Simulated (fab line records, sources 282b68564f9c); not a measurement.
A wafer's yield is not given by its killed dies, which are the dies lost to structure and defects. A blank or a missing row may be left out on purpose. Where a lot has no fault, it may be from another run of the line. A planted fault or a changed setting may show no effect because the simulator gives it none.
fab line records + flow ritCmos
[record]
- lots = 6
- wafers = 18
- lastDay = 8
route steps=202 shown NSD@138 PSD@142 SDANNEAL@153 M1@202
lots that met no fault: from a run of the same line without faults
startH: hours from the record's first day to the start of the lot's first wafer shown + waitH: time in hours since the lot's previous step + " same as the row above + L1.1+2: a single row standing in for several wafers + - no value, or no start given + * or withheld: withheld + < > ~ a bound
route shown NAME@n: names a module that has steps shown in the file, with the first one's number in the route + usual: average and standard deviation across the fault-free wafers + same: alike in all rows + chamber/n: place in a boat + sites: each site's reading + _std_site: the values' standard deviation + _edge_site: inner sites' mean taken away from outer sites' mean + radiusMm: how far each site lies from the wafer's centre + mask NAME#n: copy n + behind: the most recent tool/chamber to have shaped the wafer + hold: reason for holding the lot/hours on hold/outcome of the hold + device: which transistor (n, p or np) failed to switch + end of line: the route-end tests of the same wafers + for a step that has no rows: nothing shown but its recipe + killed: not the wafer's yield, but the dies lost to structure and defects at the first sort + map: a wafer's dies, marking killed ones x, the rest . and places with no die _
set.NAME: the run value of the setting; set.NAME@STEP: its run value at that earlier step + model.NAME: the simulator's own value behind a step, which no gauge read
certain route steps with their lots: each step a table, each wafer a row
services: from which hour (startH, from the record's first day; less than 0 if before it) a tool's chamber was out of use, for how many hours, and why
[[steps]]
[step RIT_NSD_HARDBAKE_07]
[recipe]
- resist = NOVOLAK
- tempC = 140
- timeS = 60
[step RIT_NSD_IMPLANT_08]
[recipe]
- species = P
- energyKev = 25
- doseCm2 = 1e+15
- tiltDeg = 7
[step RIT_NSD_STRIP_09]
[recipe]
- chemistry = O2
- timeS = 180
- resist = NOVOLAK
- platenTempC = withheld
- powerW = 500
- pressureMtorr = 4000
- o2FlowSccm = 4000
[usual]
- drypumpMotorCurrentA = 5.8/0.42
| lot.wafer | tool           | chamber | startH | waitH | drypumpMotorCurrentA | rfHoursCounterH |
|-----------|----------------|---------|--------|-------|----------------------|-----------------|
| L723.1    | plasmaAsher-02 | 0       | 78.89  | 0.1   | 6.6                  | 45              |
| L723.3    | "              | 0       | "      | "     | 6.6                  | -               |
| L723.5    | "              | 1       | "      | "     | 5.4                  | -               |
| L731.2    | plasmaAsher-02 | 1       | 119.42 | 0.1   | 5.5                  | 48              |
| L731.4    | "              | 1       | "      | "     | 5.5                  | -               |
| L731.6    | "              | 0       | "      | "     | 6.6                  | -               |
| L734.1    | plasmaAsher-04 | 1       | 142.53 | 0.1   | 6.1                  | 49              |
| L734.3    | "              | 0       | "      | "     | 5.4                  | -               |
| L734.4    | "              | 1       | "      | "     | 6.1                  | -               |
| L736.1    | plasmaAsher-04 | 0       | 155.48 | 0.1   | 5.4                  | 50              |
| L736.3    | "              | 0       | "      | "     | 5.4                  | -               |
| L736.5    | "              | 1       | "      | "     | 6.1                  | -               |
| L740.2    | plasmaAsher-02 | 0       | 183.12 | 0.1   | 6.6                  | 53              |
| L740.5    | "              | 0       | "      | "     | 6.6                  | -               |
| L740.6    | "              | 1       | "      | "     | 5.4                  | -               |
| L741.1    | plasmaAsher-02 | 0       | 184.86 | 0.1   | 6.6                  | 54              |
| L741.2    | "              | 1       | "      | "     | 5.4                  | 54              |
| L741.6    | "              | 1       | "      | "     | 5.4                  | -               |
[step RIT_NSD_TW_MEAS_10]
[usual]
- NSD_TW = 3139/20
| lot.wafer | tool         | chamber | startH | waitH | NSD_TW |
|-----------|--------------|---------|--------|-------|--------|
| L723.1    | filmMetro-03 | -       | 79.06  | 0.1   | 3168   |
| L723.3    | "            | -       | "      | "     | 3164   |
| L723.5    | "            | -       | "      | "     | 3164   |
| L731.2    | filmMetro-01 | -       | 119.60 | 0.1   | 3126   |
| L731.4    | "            | -       | "      | "     | 3146   |
| L731.6    | "            | -       | "      | "     | 3133   |
| L734.1    | filmMetro-01 | -       | 142.70 | 0.1   | 3136   |
| L734.3    | "            | -       | "      | "     | 3126   |
| L734.4    | "            | -       | "      | "     | 3136   |
| L736.1    | filmMetro-03 | -       | 155.65 | 0.1   | 3162   |
| L736.3    | "            | -       | "      | "     | 3161   |
| L736.5    | "            | -       | "      | "     | 3156   |
| L740.2    | filmMetro-02 | -       | 183.31 | 0.1   | 3131   |
| L740.5    | "            | -       | "      | "     | 3138   |
| L740.6    | "            | -       | "      | "     | 3136   |
| L741.1    | filmMetro-03 | -       | 185.04 | 0.1   | 3129   |
| L741.2    | "            | -       | "      | "     | 3140   |
| L741.6    | "            | -       | "      | "     | 3124   |
[step RIT_PSD_HMDS_00]
[recipe]
- primeTimeS = 60
- primeTempC = 140
[step RIT_PSD_COAT_01]
[recipe]
- resist = NOVOLAK
- spinRpm = 3250
- resistThkNm = 1000
[step RIT_PSD_SOFTBAKE_02]
[recipe]
- resist = NOVOLAK
- tempC = 90
- timeS = 60
[step RIT_PSD_EXPOSE_03]
[recipe]
- maskId = M10
- na = 0.57
- targetCdNm = 40900
- doseMj = 250
[step RIT_PSD_PEB_04]
[recipe]
- resist = NOVOLAK
- tempC = withheld
- timeS = withheld
[step RIT_PSD_DEVELOP_05]
[recipe]
- resist = NOVOLAK
- developTimeS = 50
- devTempC = 23
[step RIT_PSD_OVL_MEAS_06]
[usual]
- PSD_OVL = 1.0/1.3
| lot.wafer | tool       | chamber | startH | waitH | PSD_OVL[nm] |
|-----------|------------|---------|--------|-------|-------------|
| L723.1    | overlay-02 | -       | 80.04  | -     | 1.1         |
| L723.3    | "          | -       | "      | "     | 4.0         |
| L723.5    | "          | -       | "      | "     | 1.7         |
| L731.2    | overlay-01 | -       | 120.51 | -     | -1.4        |
| L731.4    | "          | -       | "      | "     | -0.1        |
| L731.6    | "          | -       | "      | "     | -0.8        |
| L734.1    | overlay-02 | -       | 143.61 | -     | 2.0         |
| L734.3    | "          | -       | "      | "     | 1.9         |
| L734.4    | "          | -       | "      | "     | 2.4         |
| L736.1    | overlay-02 | -       | 156.69 | -     | 0.4         |
| L736.3    | "          | -       | "      | "     | 1.3         |
| L736.5    | "          | -       | "      | "     | 1.2         |
| L740.2    | overlay-01 | -       | 184.34 | -     | -1.8        |
| L740.5    | "          | -       | "      | "     | -0.7        |
| L740.6    | "          | -       | "      | "     | -0.9        |
| L741.1    | overlay-02 | -       | 186.07 | -     | 2.1         |
| L741.2    | "          | -       | "      | "     | 1.9         |
| L741.6    | "          | -       | "      | "     | 1.2         |
[step RIT_PSD_HARDBAKE_07]
[recipe]
- resist = NOVOLAK
- tempC = 140
- timeS = 60
[step RIT_PSD_IMPLANT_08]
[recipe]
- species = BF2
- energyKev = 27
- doseCm2 = 5e+15
- tiltDeg = 7
[usual]
- beamEnergyKeV = 26.999/0.0076
- beamOnS = 14.6/1.2
- doseIonsCm2 = 5.001e+15/5.8e+12
| lot.wafer | tool         | chamber | startH | waitH | beamEnergyKeV | beamOnS | doseIonsCm2 |
|-----------|--------------|---------|--------|-------|---------------|---------|-------------|
| L723.1    | implanter-02 | 0       | 80.22  | 0.1   | 27.004        | 13.3    | 5.001e+15   |
| L723.3    | "            | 0       | "      | "     | 27.009        | 13.6    | 5.003e+15   |
| L723.5    | "            | 0       | "      | "     | 27.010        | 13.5    | 5.005e+15   |
| L731.2    | implanter-04 | 0       | 120.71 | 0.1   | 27.000        | 15.6    | 4.996e+15   |
| L731.4    | "            | 0       | "      | "     | 26.990        | 15.9    | 5.007e+15   |
| L731.6    | "            | 0       | "      | "     | 26.996        | 15.5    | 5.003e+15   |
| L734.1    | implanter-04 | 0       | 143.80 | 0.1   | 26.992        | 21.3    | 6.747e+15   |
| L734.3    | "            | 0       | "      | "     | 26.989        | 22.4    | 6.745e+15   |
| L734.4    | "            | 0       | "      | "     | 26.986        | 21.8    | 6.75e+15    |
| L736.1    | implanter-04 | 0       | 156.87 | 0.1   | 27.001        | 21.4    | 6.744e+15   |
| L736.3    | "            | 0       | "      | "     | 27.012        | 21.4    | 6.747e+15   |
| L736.5    | "            | 0       | "      | "     | 26.992        | 22.1    | 6.742e+15   |
| L740.2    | implanter-02 | 0       | 184.55 | 0.1   | 26.987        | 13.2    | 5.008e+15   |
| L740.5    | "            | 0       | "      | "     | 26.994        | 13.4    | 5.002e+15   |
| L740.6    | "            | 0       | "      | "     | 26.990        | 13.3    | 4.995e+15   |
| L741.1    | implanter-02 | 0       | 186.26 | 0.1   | 26.989        | 13.4    | 5.006e+15   |
| L741.2    | "            | 0       | "      | "     | 26.987        | 13.8    | 4.987e+15   |
| L741.6    | "            | 0       | "      | "     | 26.995        | 13.3    | 5.001e+15   |
[step RIT_PSD_STRIP_09]
[recipe]
- chemistry = O2
- timeS = 180
- resist = NOVOLAK
- platenTempC = withheld
- powerW = 500
- pressureMtorr = 4000
- o2FlowSccm = 4000
[usual]
- drypumpMotorCurrentA = 5.7/0.46
| lot.wafer | tool           | chamber | startH | waitH | drypumpMotorCurrentA | rfHoursCounterH |
|-----------|----------------|---------|--------|-------|----------------------|-----------------|
| L723.1    | plasmaAsher-01 | 0       | 80.37  | 0.1   | 5.4                  | 44              |
| L723.3    | "              | 1       | "      | "     | 5.9                  | -               |
| L723.5    | "              | 1       | "      | "     | 5.9                  | -               |
| L731.2    | plasmaAsher-04 | 0       | 120.84 | 0.1   | 5.4                  | 47              |
| L731.4    | "              | 1       | "      | "     | 6.1                  | -               |
| L731.6    | "              | 0       | "      | "     | 5.4                  | -               |
| L734.1    | plasmaAsher-03 | 1       | 143.95 | 0.1   | 5.0                  | 35              |
| L734.3    | "              | 1       | "      | "     | 5.0                  | -               |
| L734.4    | "              | 0       | "      | "     | 6.3                  | -               |
| L736.1    | plasmaAsher-04 | 1       | 157.02 | 0.1   | 6.1                  | 50              |
| L736.3    | "              | 0       | "      | "     | 5.4                  | -               |
| L736.5    | "              | 1       | "      | "     | 6.1                  | -               |
| L740.2    | plasmaAsher-01 | 0       | 184.67 | 0.1   | 5.4                  | 7               |
| L740.5    | "              | 0       | "      | "     | 5.4                  | -               |
| L740.6    | "              | 1       | "      | "     | 5.9                  | -               |
| L741.1    | plasmaAsher-04 | 0       | 186.41 | 0.1   | 5.4                  | 53              |
| L741.2    | "              | 1       | "      | "     | 6.1                  | 53              |
| L741.6    | "              | 0       | "      | "     | 5.4                  | -               |
[step RIT_PSD_TW_MEAS_10]
[usual]
- PSD_TW = 3444/21
| lot.wafer | tool         | chamber | startH | waitH | PSD_TW |
|-----------|--------------|---------|--------|-------|--------|
| L723.1    | filmMetro-02 | -       | 80.55  | 0.1   | 3443   |
| L723.3    | "            | -       | "      | "     | 3447   |
| L723.5    | "            | -       | "      | "     | 3444   |
| L731.2    | filmMetro-01 | -       | 121.02 | 0.1   | 3430   |
| L731.4    | "            | -       | "      | "     | 3447   |
| L731.6    | "            | -       | "      | "     | 3456   |
| L734.1    | filmMetro-02 | -       | 144.12 | 0.1   | 3555   |
| L734.3    | "            | -       | "      | "     | 3540   |
| L734.4    | "            | -       | "      | "     | 3544   |
| L736.1    | filmMetro-01 | -       | 157.20 | 0.1   | 3507   |
| L736.3    | "            | -       | "      | "     | 3499   |
| L736.5    | "            | -       | "      | "     | 3482   |
| L740.2    | filmMetro-03 | -       | 184.86 | 0.1   | 3466   |
| L740.5    | "            | -       | "      | "     | 3469   |
| L740.6    | "            | -       | "      | "     | 3463   |
| L741.1    | filmMetro-03 | -       | 186.59 | 0.1   | 3436   |
| L741.2    | "            | -       | "      | "     | 3459   |
| L741.6    | "            | -       | "      | "     | 3478   |
[step RIT_SDANNEAL_CLEAN_00]
[recipe]
- chemistry = SC1
- mix = 3:3:50
- timeS = 600
- tempC = 75
[step RIT_SDANNEAL_CLEAN_01]
[recipe]
- chemistry = dHF
- dilution = 50:1
- timeS = 30
[step RIT_SDANNEAL_CLEAN_02]
[recipe]
- chemistry = SC2
- mix = 3:3:50
- timeS = 600
- tempC = 75
- dry = n2Spin
[step RIT_SDANNEAL_RTA_03]
[recipe]
- tempC = 1050
- timeS = 5
- idleTempC = 600
- rampUpCPerS = 342
- rampDownCPerS = 171
- coolToC = 600
- ambient = N2
[usual]
- wafer_temp_C_max = 1053.3/1
| lot.wafer | tool         | chamber | startH | waitH | wafer_temp_C_max |
|-----------|--------------|---------|--------|-------|------------------|
| L723.1    | rtpAnneal-01 | 0       | 80.98  | 0.0   | 1052.3           |
| L723.3    | "            | 0       | "      | "     | 1052.1           |
| L723.5    | "            | 0       | "      | "     | 1053.2           |
| L731.2    | rtpAnneal-01 | 0       | 121.45 | 0.0   | 1052.0           |
| L731.4    | "            | 0       | "      | "     | 1053.1           |
| L731.6    | "            | 0       | "      | "     | 1052.5           |
| L734.1    | rtpAnneal-02 | 0       | 144.55 | 0.0   | 1052.8           |
| L734.3    | "            | 0       | "      | "     | 1055.1           |
| L734.4    | "            | 0       | "      | "     | 1053.3           |
| L736.1    | rtpAnneal-01 | 0       | 157.66 | 0.0   | 1052.6           |
| L736.3    | "            | 0       | "      | "     | 1052.2           |
| L736.5    | "            | 0       | "      | "     | 1052.0           |
| L740.2    | rtpAnneal-01 | 0       | 185.31 | 0.0   | 1051.3           |
| L740.5    | "            | 0       | "      | "     | 1051.7           |
| L740.6    | "            | 0       | "      | "     | 1053.8           |
| L741.1    | rtpAnneal-02 | 0       | 187.06 | 0.0   | 1053.4           |
| L741.2    | "            | 0       | "      | "     | 1053.9           |
| L741.6    | "            | 0       | "      | "     | 1053.3           |
[step RIT_SDANNEAL_RS_MEAS_04]
[recipe]
- thkMeasGauge = four-point-probe
[usual]
- PSD_RS = 115.9/0.32
| lot.wafer | tool         | chamber | startH | waitH | PSD_RS[ohm/sq] |
|-----------|--------------|---------|--------|-------|----------------|
| L723.1    | filmMetro-03 | -       | 81.03  | 0.0   | 115.3          |
| L723.3    | "            | -       | "      | "     | 115.5          |
| L723.5    | "            | -       | "      | "     | 115.5          |
| L731.2    | filmMetro-03 | -       | 121.52 | 0.1   | 116.1          |
| L731.4    | "            | -       | "      | "     | 115.8          |
| L731.6    | "            | -       | "      | "     | 116.3          |
| L734.1    | filmMetro-01 | -       | 144.67 | 0.1   | 112.3          |
| L734.3    | "            | -       | "      | "     | 112.5          |
| L734.4    | "            | -       | "      | "     | 112.7          |
| L736.1    | filmMetro-02 | -       | 157.71 | 0.0   | 112.5          |
| L736.3    | "            | -       | "      | "     | 112.6          |
| L736.5    | "            | -       | "      | "     | 112.7          |
| L740.2    | filmMetro-03 | -       | 185.38 | 0.1   | 115.6          |
| L740.5    | "            | -       | "      | "     | 115.9          |
| L740.6    | "            | -       | "      | "     | 115.9          |
| L741.1    | filmMetro-03 | -       | 187.12 | 0.0   | 115.8          |
| L741.2    | "            | -       | "      | "     | 115.7          |
| L741.6    | "            | -       | "      | "     | 115.8          |
[step RIT_SDANNEAL_RS_MEAS_05]
[recipe]
- thkMeasGauge = four-point-probe
[usual]
- NSD_RS = 84.5/0.31
| lot.wafer | tool         | chamber | startH | waitH | NSD_RS[ohm/sq] |
|-----------|--------------|---------|--------|-------|----------------|
| L723.1    | filmMetro-03 | -       | 81.15  | 0.1   | 84.9           |
| L723.3    | "            | -       | "      | "     | 84.4           |
| L723.5    | "            | -       | "      | "     | 84.4           |
| L731.2    | filmMetro-03 | -       | 121.64 | 0.1   | 84.2           |
| L731.4    | "            | -       | "      | "     | 84.3           |
| L731.6    | "            | -       | "      | "     | 84.1           |
| L734.1    | filmMetro-01 | -       | 144.79 | 0.1   | 84.7           |
| L734.3    | "            | -       | "      | "     | 84.9           |
| L734.4    | "            | -       | "      | "     | 84.7           |
| L736.1    | filmMetro-02 | -       | 157.83 | 0.1   | 84.6           |
| L736.3    | "            | -       | "      | "     | 84.9           |
| L736.5    | "            | -       | "      | "     | 85.1           |
| L740.2    | filmMetro-03 | -       | 185.50 | 0.1   | 84.0           |
| L740.5    | "            | -       | "      | "     | 84.4           |
| L740.6    | "            | -       | "      | "     | 84.4           |
| L741.1    | filmMetro-03 | -       | 187.24 | 0.1   | 84.8           |
| L741.2    | "            | -       | "      | "     | 84.1           |
| L741.6    | "            | -       | "      | "     | 84.9           |
[step RIT_M1_PROBE_99]
[usual]
- killedAtContacts = 0.1/0.24
- killedAtFrontEnd = 7/3.1
- killedDies = 7/3.1
- killedOpen = 3.3/1.9
- killedShort = 3.9/2.1
[same]
- grossDies = 264
- killed_at_M0_to_M3 = 0
- killed_at_M4_up = 0
- killedAtBackSide = 0
- killedAtOther = 0
| lot.wafer | tool      | chamber | startH | waitH | killedAtContacts | killedAtFrontEnd | killedDies | killedOpen | killedShort | model.etest.contactPplus.endOhmUm | model.etest.pmosNarrow.offLog10AUm | model.etest.pmos_0p3.offLog10AUm | model.etest.vpnp.gain | model.etest.pmos_0p15.vtLongV | model.etest.pmos_0p3.vtSatV | model.etest.pmos_0p15.vtV | model.etest.pmos_0p3.vtV |
|-----------|-----------|---------|--------|-------|------------------|------------------|------------|------------|-------------|-----------------------------------|------------------------------------|----------------------------------|-----------------------|-------------------------------|-----------------------------|---------------------------|--------------------------|
| L723.1    | prober-02 | -       | 88.57  | 0.1   | 0                | 6                | 6          | 1          | 5           | 43.06                             | -12.41                             | -12.63                           | 1.065                 | -0.5513                       | -0.4721                     | -0.3817                   | -0.4971                  |
| L723.3    | prober-02 | -       | 88.67  | 0.2   | 0                | 5                | 5          | 2          | 3           | 41.68                             | -12.56                             | -12.87                           | 1.067                 | -0.5526                       | -0.476                      | -0.3726                   | -0.4975                  |
| L723.5    | prober-02 | -       | 88.77  | 0.2   | 0                | 7                | 7          | 3          | 4           | 43.73                             | -12.53                             | -12.62                           | 1.075                 | -0.5508                       | -0.4723                     | -0.3851                   | -0.494                   |
| L731.2    | prober-02 | -       | 128.97 | 0.1   | 0                | 6                | 6          | 4          | 2           | 44.73                             | -12.97                             | -13.13                           | 1.031                 | -0.592                        | -0.5058                     | -0.4143                   | -0.529                   |
| L731.4    | prober-02 | -       | 129.07 | 0.2   | 0                | 7                | 7          | 6          | 1           | 44.83                             | -12.93                             | -12.95                           | 1.05                  | -0.5914                       | -0.5003                     | -0.4047                   | -0.5262                  |
| L731.6    | prober-02 | -       | 129.17 | 0.2   | 0                | 6                | 6          | 3          | 3           | 44.87                             | -12.96                             | -12.89                           | 1.015                 | -0.5876                       | -0.501                      | -0.4004                   | -0.5229                  |
| L734.1    | prober-01 | -       | 152.20 | 0.1   | 0                | 5                | 5          | 1          | 4           | 38.18                             | -12.65                             | -12.63                           | 1.154                 | -0.5523                       | -0.4749                     | -0.3855                   | -0.4974                  |
| L734.3    | prober-01 | -       | 152.30 | 0.2   | 0                | 9                | 9          | 4          | 5           | 38.65                             | -12.64                             | -12.84                           | 1.114                 | -0.5584                       | -0.4746                     | -0.3895                   | -0.501                   |
| L734.4    | prober-01 | -       | 152.35 | 0.2   | 0                | 7                | 7          | 2          | 5           | 38.89                             | -12.79                             | -12.87                           | 1.153                 | -0.5654                       | -0.4824                     | -0.3893                   | -0.5059                  |
| L736.1    | prober-02 | -       | 165.30 | 0.1   | 0                | 6                | 6          | 1          | 5           | 39.11                             | -12.5                              | -12.57                           | 1.122                 | -0.5441                       | -0.4627                     | -0.3757                   | -0.4866                  |
| L736.3    | prober-02 | -       | 165.40 | 0.2   | 1                | 6                | 7          | 5          | 2           | 38.77                             | -12.42                             | -12.6                            | 1.136                 | -0.5398                       | -0.4597                     | -0.3726                   | -0.4848                  |
| L736.5    | prober-02 | -       | 165.50 | 0.2   | 0                | 7                | 7          | 2          | 5           | 40.22                             | -12.59                             | -12.63                           | 1.112                 | -0.548                        | -0.4648                     | -0.3832                   | -0.4907                  |
| L740.2    | prober-02 | -       | 194.35 | 0.1   | 0                | 13               | 13         | 5          | 8           | 42.51                             | -13.01                             | -13.05                           | 1.059                 | -0.5856                       | -0.5007                     | -0.4036                   | -0.5248                  |
| L740.5    | prober-02 | -       | 194.50 | 0.2   | 0                | 8                | 8          | 2          | 6           | 44.32                             | -12.89                             | -13.01                           | 1.042                 | -0.5836                       | -0.5013                     | -0.3959                   | -0.5234                  |
| L740.6    | prober-02 | -       | 194.55 | 0.2   | 1                | 9                | 10         | 4          | 6           | 44.63                             | -13.05                             | -12.98                           | 1.077                 | -0.5914                       | -0.5066                     | -0.4047                   | -0.5303                  |
| L741.1    | prober-01 | -       | 195.80 | 0.1   | 1                | 10               | 11         | 3          | 8           | 43.4                              | -12.79                             | -12.96                           | 1.087                 | -0.5891                       | -0.5019                     | -0.4078                   | -0.5268                  |
| L741.2    | prober-01 | -       | 195.85 | 0.1   | 0                | 8                | 8          | 4          | 4           | 42.4                              | -12.94                             | -13.09                           | 1.074                 | -0.5984                       | -0.5128                     | -0.4148                   | -0.5338                  |
| L741.6    | prober-01 | -       | 196.05 | 0.2   | 0                | 13               | 13         | 7          | 6           | 42.32                             | -12.86                             | -13.1                            | 1.079                 | -0.5902                       | -0.505                      | -0.4088                   | -0.526                   |
// killed by level:class
L723.1 REOX:geometricParticle:short=2 GATE:geometricParticle:short=1 SPACER:geometricParticle:short=1 SPACER:geometricParticle:open=1 SILICIDE:geometricParticle:short=1
L723.3 GATE:geometricParticle:short=2 FOX1:geometricParticle:open=1 REOX:geometricParticle:open=1 REOX:geometricParticle:short=1
L723.5 GATE:geometricParticle:open=2 FOX2:geometricParticle:short=1 GATE:geometricParticle:short=1 REOX:geometricParticle:short=1 SPACER:geometricParticle:open=1 SPACER:geometricParticle:short=1
L731.2 GATE:geometricParticle:open=3 FOX1:geometricParticle:open=1 GATE:geometricParticle:short=1 SPACER:geometricParticle:short=1
L731.4 FOX1:geometricParticle:open=3 FOX1:geometricParticle:short=1 GATE:geometricParticle:open=1 SPACER:geometricParticle:open=1 SILICIDE:geometricParticle:open=1
L731.6 GATE:geometricParticle:open=2 GATE:geometricParticle:short=2 FOX1:geometricParticle:open=1 SPACER:geometricParticle:short=1
L734.1 FOX1:geometricParticle:short=2 GATE:geometricParticle:short=1 GATE:geometricParticle:open=1 SILICIDE:geometricParticle:short=1
L734.3 REOX:geometricParticle:open=2 FOX1:geometricParticle:open=1 FOX1:geometricParticle:short=1 GATE:geometricParticle:short=1 GATE:geometricParticle:open=1 REOX:geometricParticle:short=1 SPACER:geometricParticle:short=1 SILICIDE:geometricParticle:short=1
L734.4 FOX1:geometricParticle:short=3 GATE:geometricParticle:short=2 REOX:geometricParticle:open=1 SPACER:geometricParticle:open=1
L736.1 FOX1:geometricParticle:short=2 REOX:geometricParticle:short=2 SPACER:geometricParticle:short=1 SILICIDE:geometricParticle:open=1
L736.3 REOX:geometricParticle:open=3 GATE:geometricParticle:open=2 GATE:geometricParticle:short=1 CONTACT:geometricParticle:short=1
L736.5 FOX1:geometricParticle:short=1 FOX2:geometricParticle:short=1 GATE:geometricParticle:open=1 GATE:geometricParticle:short=1 REOX:geometricParticle:open=1 REOX:geometricParticle:short=1 SILICIDE:geometricParticle:short=1
L740.2 GATE:geometricParticle:short=3 REOX:geometricParticle:short=2 SILICIDE:geometricParticle:open=2 SILICIDE:geometricParticle:short=2 FOX1:geometricParticle:open=1 FOX2:geometricParticle:open=1 FOX2:geometricParticle:short=1 GATE:geometricParticle:open=1
L740.5 GATE:geometricParticle:short=2 REOX:geometricParticle:short=2 SPACER:geometricParticle:short=2 SILICIDE:geometricParticle:open=1 REOX:geometricParticle:open=1
L740.6 REOX:geometricParticle:short=2 REOX:geometricParticle:open=2 SILICIDE:geometricParticle:short=2 GATE:geometricParticle:open=1 SPACER:geometricParticle:short=1 SPACER:geometricParticle:open=1 CONTACT:geometricParticle:short=1
L741.1 GATE:geometricParticle:short=5 GATE:geometricParticle:open=2 FOX2:geometricParticle:short=1 SPACER:geometricParticle:short=1 SILICIDE:geometricParticle:short=1 CONTACT:geometricParticle:open=1
L741.2 GATE:geometricParticle:open=3 GATE:geometricParticle:short=2 FOX1:geometricParticle:short=1 SPACER:geometricParticle:open=1 SPACER:geometricParticle:short=1
L741.6 GATE:geometricParticle:open=7 FOX1:geometricParticle:short=3 GATE:geometricParticle:short=2 FOX2:geometricParticle:short=1
[[services]]
| tool           | chamber | startH | hours | kind      |
|----------------|---------|--------|-------|-----------|
| implanter-04   | -       | 66.10  | 15.3  | pm        |
| implanter-02   | -       | 88.23  | 6.2   | repair    |
| plasmaAsher-02 | -       | 92.16  | 14.6  | pm        |
| plasmaAsher-01 | -       | 108.75 | 9.0   | pm        |
| plasmaAsher-01 | 0       | 108.75 | 9.0   | ventCycle |
| plasmaAsher-01 | 1       | 108.75 | 9.0   | ventCycle |
| plasmaAsher-03 | -       | 112.93 | 2.7   | repair    |
| plasmaAsher-04 | -       | 116.94 | 2.9   | repair    |
| plasmaAsher-01 | 0       | 117.75 | -     | clean     |
| plasmaAsher-01 | 1       | 117.75 | -     | clean     |
| plasmaAsher-04 | -       | 167.00 | 0.6   | repair    |
| plasmaAsher-02 | -       | 168.22 | 6.6   | repair    |
[[key]]
[firstSign]
- step = RIT_PSD_IMPLANT_08
- reading = doseIonsCm2
- direction = up
- sigmas = 99+
- usual = 5.001e+15
- struck = 6.746e+15
[effect]
- step = RIT_PSD_IMPLANT_08
- reading = beamOnS
- direction = up
- sigmas = 5.7
- usual = 14.6
- struck = 21.7
[effect]
- step = RIT_PSD_TW_MEAS_10
- reading = PSD_TW
- direction = up
- sigmas = 3.7
- usual = 3444
- struck = 3521
[effect]
- step = RIT_SDANNEAL_RS_MEAS_04
- reading = PSD_RS
- direction = down
- sigmas = 10
- usual = 115.9
- struck = 112.5
[modelEffect]
- step = RIT_M1_PROBE_99
- value = etest.contactPplus.endOhmUm
- without = 43.51
- struck = 38.97
metAt RIT_PSD_IMPLANT_08
struckWafers L734.1,L734.3,L734.4,L736.1,L736.3,L736.5
testerLeftOut L734,L736
onsetBetween 120.71 143.80
[fault]
- kind = processParameterDrift
- tool = implanter-04
- chamber = -
- onsetH = 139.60
- steps = RIT_PSD_IMPLANT_08
- channel = doseCm2
- offset = 1.75e+15
- shape = step
- endH = 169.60
- actsIn = theseRecipesOnly
- stated = 5e+15
// testerLeftOut: of these lots the tester's yield and bins aren't shown, on N5 and GAA mostly nor the transistor test; their killed dies are dies lost to structure and defects alone, not to doping, threshold or leakage, so they don't give the yield
